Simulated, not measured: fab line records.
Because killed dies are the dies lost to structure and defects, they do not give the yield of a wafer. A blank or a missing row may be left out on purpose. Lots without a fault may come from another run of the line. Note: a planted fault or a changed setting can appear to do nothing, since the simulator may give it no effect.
fab line records ; flow rit_cmos
[record] lots = 14; wafers = 42; last_day = 7
route steps=202 shown SILICIDE@162 M1@202
lots that met no fault: from a run of the same line without faults
start_h: hours from the record's first day to the start of the lot's first wafer shown ; wait_h: hours since the lot's step before ; " identical to the entry in the row above ; L1.1+2: several wafers, shown together as one row ; - no value, or no start was given ; * or withheld: withheld ; < > ~ a bound
route shown NAME@n: names a module that has steps shown in the file, with the first one's number in the route ; usual: mean and standard deviation over wafers with no fault ; same: alike in all rows ; chamber/n: place in a boat ; sites: the reading at each site ; _std_site: standard deviation across them ; _edge_site: the outer-site mean with the inner-site mean subtracted ; radius_mm: how far each site lies from the wafer's centre ; mask NAME#n: copy n ; behind: tool/chamber where the wafer was last shaped ; hold: cause of the lot's hold/its duration in hours/its outcome ; device: transistor that didn't switch, given as n, p or np ; end of line: the tests these same wafers got at the end of their route ; where a step has no rows: the recipe by itself ; killed: not the wafer's yield, but the dies lost to structure and defects at the first sort ; map: a wafer's dies, marking killed ones x, the rest . and places with no die _
set.NAME: the setting as run; set.NAME@STEP: as run at that earlier step ; model.NAME: the simulator's own value behind a step, which no gauge read
the route's steps for a sample of lots (tables are steps, rows are wafers)
services: from which hour (start_h, from the record's first day; less than 0 if before it) a tool's chamber was out of use, for how many hours, and why
[[steps]]
[step RIT_SILICIDE_SPUTTER_01]
[recipe] material = Ti; target_thk_nm = 30; power_w = 350; chamber_pressure_pa = 0.667; gas = Ar; time_s = 229.8; substrate_temp_c = 25
[usual] cathode_dc_power_W = 349.99/0.058; chamber_pressure_pa = 0.6671/0.0012; throttle_valve_pct = 30.2/0.55
lot.wafer;tool;chamber;start_h;wait_h;cathode_dc_power_W;chamber_pressure_pa;throttle_valve_pct
L732.1;pvd_sputter-04;-;60.79;0.0;350.10;0.6700;30.3
L732.3;pvd_sputter-04;-;60.79;0.0;350.02;0.6681;31.3
L732.6;pvd_sputter-04;-;60.79;0.0;349.97;0.6671;31.4
L735.4;pvd_sputter-04;-;72.69;0.0;350.00;0.6692;30.1
L735.5;pvd_sputter-04;-;72.69;0.0;350.09;0.6671;30.3
L735.6;pvd_sputter-04;-;72.69;0.0;349.95;0.6653;30.2
L736.1;pvd_sputter-02;-;74.19;0.0;349.85;0.6672;29.6
L736.5;pvd_sputter-02;-;74.19;0.0;349.96;0.6677;30.3
L736.6;pvd_sputter-02;-;74.19;0.0;350.00;0.6687;29.6
L737.1;pvd_sputter-04;-;76.63;0.0;350.10;0.6666;30.4
L737.3;pvd_sputter-04;-;76.63;0.0;349.92;0.6665;31.3
L737.6;pvd_sputter-04;-;76.63;0.0;349.93;0.6680;31.0
L738.1;pvd_sputter-02;-;84.75;0.0;350.01;0.6663;29.2
L738.3;pvd_sputter-02;-;84.75;0.0;350.01;0.6662;29.8
L738.5;pvd_sputter-02;-;84.75;0.0;350.04;0.6670;29.8
L744.1;pvd_sputter-01;-;118.58;0.0;350.00;0.6672;31.0
L744.2;pvd_sputter-01;-;118.58;0.0;349.98;0.6684;29.7
L744.5;pvd_sputter-01;-;118.58;0.0;349.95;0.6680;30.6
L747.2;pvd_sputter-02;-;130.98;0.0;-;-;-
L747.5;pvd_sputter-02;-;130.98;0.0;-;-;-
L747.6;pvd_sputter-02;-;130.98;0.0;-;-;-
L748.2;pvd_sputter-04;-;136.48;0.0;-;-;-
L748.5;pvd_sputter-04;-;136.48;0.0;-;-;-
L748.6;pvd_sputter-04;-;136.48;0.0;-;-;-
L749.2;pvd_sputter-02;-;138.11;0.0;349.97;0.6661;29.4
L749.4;pvd_sputter-02;-;138.11;0.0;350.07;0.6658;29.7
L749.6;pvd_sputter-02;-;138.11;0.0;349.95;0.6670;29.5
L750.2;pvd_sputter-04;-;144.85;0.0;349.97;0.6702;30.1
L750.5;pvd_sputter-04;-;144.85;0.0;349.93;0.6672;31.2
L750.6;pvd_sputter-04;-;144.85;0.0;349.96;0.6682;30.0
L752.3;pvd_sputter-04;-;151.70;0.0;349.87;0.6686;30.1
L752.4;pvd_sputter-04;-;151.70;0.0;350.03;0.6691;30.6
L752.6;pvd_sputter-04;-;151.70;0.0;349.99;0.6674;31.3
L753.2;pvd_sputter-02;-;157.29;0.0;349.92;0.6656;29.7
L753.3;pvd_sputter-02;-;157.29;0.0;349.98;0.6674;29.8
L753.4;pvd_sputter-02;-;157.29;0.0;350.02;0.6652;30.0
L754.2;pvd_sputter-04;-;166.33;0.0;349.93;0.6679;30.4
L754.5;pvd_sputter-04;-;166.33;0.0;350.01;0.6668;30.5
L754.6;pvd_sputter-04;-;166.33;0.0;349.98;0.6687;30.2
L755.1;pvd_sputter-02;-;171.83;0.0;349.97;0.6697;29.7
L755.4;pvd_sputter-02;-;171.83;0.0;350.01;0.6678;30.3
L755.6;pvd_sputter-02;-;171.83;0.0;349.95;0.6691;29.8
[step RIT_SILICIDE_RS_MEAS_02]
[recipe] thk_meas_gauge = four-point-probe; reads = Ti_of_SILICIDE_SPUTTER_01
[usual] SILICIDE_TI_RS = 50.3/0.56
lot.wafer;tool;chamber;start_h;wait_h;SILICIDE_TI_RS[ohm/sq]
L732.1;film_metro-01;-;60.94;0.1;49.2
L732.3;film_metro-01;-;60.94;0.1;49.8
L732.6;film_metro-01;-;60.94;0.1;49.9
L735.4;film_metro-04;-;72.90;0.1;49.6
L735.5;film_metro-04;-;72.90;0.1;49.5
L735.6;film_metro-04;-;72.90;0.1;49.2
L736.1;film_metro-04;-;74.34;0.1;50.3
L736.5;film_metro-04;-;74.34;0.1;51.3
L736.6;film_metro-04;-;74.34;0.1;50.3
L737.1;film_metro-01;-;76.78;0.1;49.4
L737.3;film_metro-01;-;76.78;0.1;50.3
L737.6;film_metro-01;-;76.78;0.1;50.0
L738.1;film_metro-02;-;84.92;0.1;50.8
L738.3;film_metro-02;-;84.92;0.1;50.5
L738.5;film_metro-02;-;84.92;0.1;50.3
L744.1;film_metro-02;-;118.73;0.1;51.0
L744.2;film_metro-02;-;118.73;0.1;51.8
L744.5;film_metro-02;-;118.73;0.1;51.1
L747.2;film_metro-04;-;131.15;0.1;-
L747.5;film_metro-04;-;131.15;0.1;-
L747.6;film_metro-04;-;131.15;0.1;-
L748.2;film_metro-01;-;136.65;0.1;-
L748.5;film_metro-01;-;136.65;0.1;-
L748.6;film_metro-01;-;136.65;0.1;-
L749.2;film_metro-04;-;138.28;0.1;49.8
L749.4;film_metro-04;-;138.28;0.1;50.2
L749.6;film_metro-04;-;138.28;0.1;50.8
L750.2;film_metro-01;-;145.02;0.1;50.2
L750.5;film_metro-01;-;145.02;0.1;50.2
L750.6;film_metro-01;-;145.02;0.1;50.0
L752.3;film_metro-01;-;151.89;0.1;49.8
L752.4;film_metro-01;-;151.89;0.1;50.4
L752.6;film_metro-01;-;151.89;0.1;50.7
L753.2;film_metro-01;-;157.46;0.1;50.0
L753.3;film_metro-01;-;157.46;0.1;49.9
L753.4;film_metro-01;-;157.46;0.1;50.9
L754.2;film_metro-02;-;166.50;0.1;50.4
L754.5;film_metro-02;-;166.50;0.1;49.9
L754.6;film_metro-02;-;166.50;0.1;49.9
L755.1;film_metro-02;-;171.98;0.1;50.0
L755.4;film_metro-02;-;171.98;0.1;50.4
L755.6;film_metro-02;-;171.98;0.1;50.0
[step RIT_SILICIDE_THK_MEAS_03]
[recipe] thk_meas_gauge = xrf; reads = Ti_of_SILICIDE_SPUTTER_01
[usual] SILICIDE_TI_THK = 29.1/0.31
lot.wafer;tool;chamber;start_h;wait_h;SILICIDE_TI_THK[nm]
L732.1;film_metro-01;-;61.06;0.1;29.3
L732.3;film_metro-01;-;61.06;0.1;28.9
L732.6;film_metro-01;-;61.06;0.1;29.2
L735.4;film_metro-04;-;72.99;0.1;29.5
L735.5;film_metro-04;-;72.99;0.1;29.5
L735.6;film_metro-04;-;72.99;0.1;29.6
L736.1;film_metro-04;-;74.46;0.1;29.1
L736.5;film_metro-04;-;74.46;0.1;28.7
L736.6;film_metro-04;-;74.46;0.1;29.0
L737.1;film_metro-01;-;76.90;0.1;29.3
L737.3;film_metro-01;-;76.90;0.1;28.9
L737.6;film_metro-01;-;76.90;0.1;29.1
L738.1;film_metro-02;-;85.04;0.1;29.0
L738.3;film_metro-02;-;85.04;0.1;29.0
L738.5;film_metro-02;-;85.04;0.1;29.3
L744.1;film_metro-02;-;118.85;0.1;29.0
L744.2;film_metro-02;-;118.85;0.1;28.8
L744.5;film_metro-02;-;118.85;0.1;28.9
L747.2;film_metro-04;-;131.26;0.1;<0.0
L747.5;film_metro-04;-;131.26;0.1;<0.0
L747.6;film_metro-04;-;131.26;0.1;<0.0
L748.2;film_metro-01;-;136.76;0.1;<0.0
L748.5;film_metro-01;-;136.76;0.1;<0.0
L748.6;film_metro-01;-;136.76;0.1;<0.0
L749.2;film_metro-04;-;138.39;0.1;29.5
L749.4;film_metro-04;-;138.39;0.1;29.3
L749.6;film_metro-04;-;138.39;0.1;29.1
L750.2;film_metro-01;-;145.13;0.1;28.8
L750.5;film_metro-01;-;145.13;0.1;29.0
L750.6;film_metro-01;-;145.13;0.1;28.8
L752.3;film_metro-01;-;151.99;0.1;28.9
L752.4;film_metro-01;-;151.99;0.1;28.6
L752.6;film_metro-01;-;151.99;0.1;28.8
L753.2;film_metro-01;-;157.57;0.1;28.9
L753.3;film_metro-01;-;157.57;0.1;29.1
L753.4;film_metro-01;-;157.57;0.1;28.6
L754.2;film_metro-02;-;166.61;0.1;29.2
L754.5;film_metro-02;-;166.61;0.1;29.5
L754.6;film_metro-02;-;166.61;0.1;29.5
L755.1;film_metro-02;-;172.10;0.1;29.3
L755.4;film_metro-02;-;172.10;0.1;29.0
L755.6;film_metro-02;-;172.10;0.1;29.4
[step RIT_M1_PROBE_99]
[usual] killed_at_contacts = 0.1/0.27; killed_at_front_end = 7/3.3; killed_dies = 7/3.3; killed_on_rim = 2.0/1.5; killed_open = 3.5/2; killed_short = 3.8/2.2
[same] gross_dies = 264; killed_at_M0_to_M3 = 0; killed_at_M4_up = 0; killed_at_back_side = 0; killed_at_other = 0
lot.wafer;tool;chamber;start_h;wait_h;killed_at_contacts;killed_at_front_end;killed_dies;killed_on_rim;killed_open;killed_short
L747.2;prober-01;-;138.13;0.1;0;264;264;70;3;4
L747.5;prober-01;-;138.28;0.2;0;264;264;70;7;8
L747.6;prober-01;-;138.33;0.2;1;263;264;70;6;6
L748.2;prober-02;-;143.59;0.1;0;264;264;70;3;2
L748.5;prober-02;-;143.74;0.2;1;263;264;70;4;6
L748.6;prober-02;-;143.79;0.2;0;264;264;70;2;1
// killed by level:class
L747.2 SILICIDE:area_sputter=257 GATE:geometric_particle:short=3 GATE:geometric_particle:open=2 FOX1:geometric_particle:short=1 FOX1:geometric_particle:open=1
L747.5 SILICIDE:area_sputter=249 SPACER:geometric_particle:open=4 GATE:geometric_particle:short=3 FOX1:geometric_particle:short=2 FOX1:geometric_particle:open=1 FOX2:geometric_particle:short=1 GATE:geometric_particle:open=1 REOX:geometric_particle:open=1
L747.6 SILICIDE:area_sputter=252 FOX1:geometric_particle:short=4 FOX1:geometric_particle:open=2 SPACER:geometric_particle:open=2 GATE:geometric_particle:short=1 GATE:geometric_particle:open=1 REOX:geometric_particle:short=1 CONTACT:geometric_particle:open=1
L748.2 SILICIDE:area_sputter=259 GATE:geometric_particle:open=2 GATE:geometric_particle:short=1 SPACER:geometric_particle:open=1 SPACER:geometric_particle:short=1
L748.5 SILICIDE:area_sputter=254 GATE:geometric_particle:short=3 GATE:geometric_particle:open=2 FOX1:geometric_particle:short=1 FOX2:geometric_particle:open=1 FOX2:geometric_particle:short=1 SPACER:geometric_particle:short=1 CONTACT:geometric_particle:open=1
L748.6 SILICIDE:area_sputter=261 GATE:geometric_particle:open=2 GATE:geometric_particle:short=1
[[services]]
tool;chamber;start_h;hours;kind
pvd_sputter-01;-;50.74;1.9;repair
pvd_sputter-04;-;83.32;7.8;repair
pvd_sputter-01;-;95.82;1.7;repair
[[key]]
[first_sign] step = RIT_SILICIDE_SPUTTER_01; reading = tool_record; direction = missing
[effect] step = RIT_SILICIDE_RS_MEAS_02; reading = SILICIDE_TI_RS; direction = missing
[effect] step = RIT_SILICIDE_THK_MEAS_03; reading = SILICIDE_TI_THK; direction = down; sigmas = 94; usual = 29.1; struck = <0.0
[effect] step = RIT_M1_PROBE_99; reading = killed_at_front_end; direction = up; sigmas = 77; usual = 7; struck = 264
[more_kills_born_at] RIT_SILICIDE_SPUTTER_01@pvd_sputter-04 = 773; RIT_SILICIDE_SPUTTER_01@pvd_sputter-02 = 755
met_at RIT_SILICIDE_SPUTTER_01
struck_lots L747,L748
later_rows_left_out L747.2,L747.5,L747.6,L748.2,L748.5,L748.6
tester_left_out L747,L748
onset_between 84.75 130.98
[fault] kind = skipped_step_whole; tool = pvd_sputter-02,pvd_sputter-04; chamber = -; onset_h = 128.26; steps = RIT_SILICIDE_SPUTTER_01; scope = struck_lots_only
// tester_left_out: of these lots the tester's yield and bins aren't shown, on N5 and GAA mostly nor the transistor test; their killed dies are dies lost to structure and defects alone, not to doping, threshold or leakage, so they don't give the yield
// later_rows_left_out: the simulator's readings of these wafers behind a module that went badly wrong aren't trusted and aren't shown, but for the sort
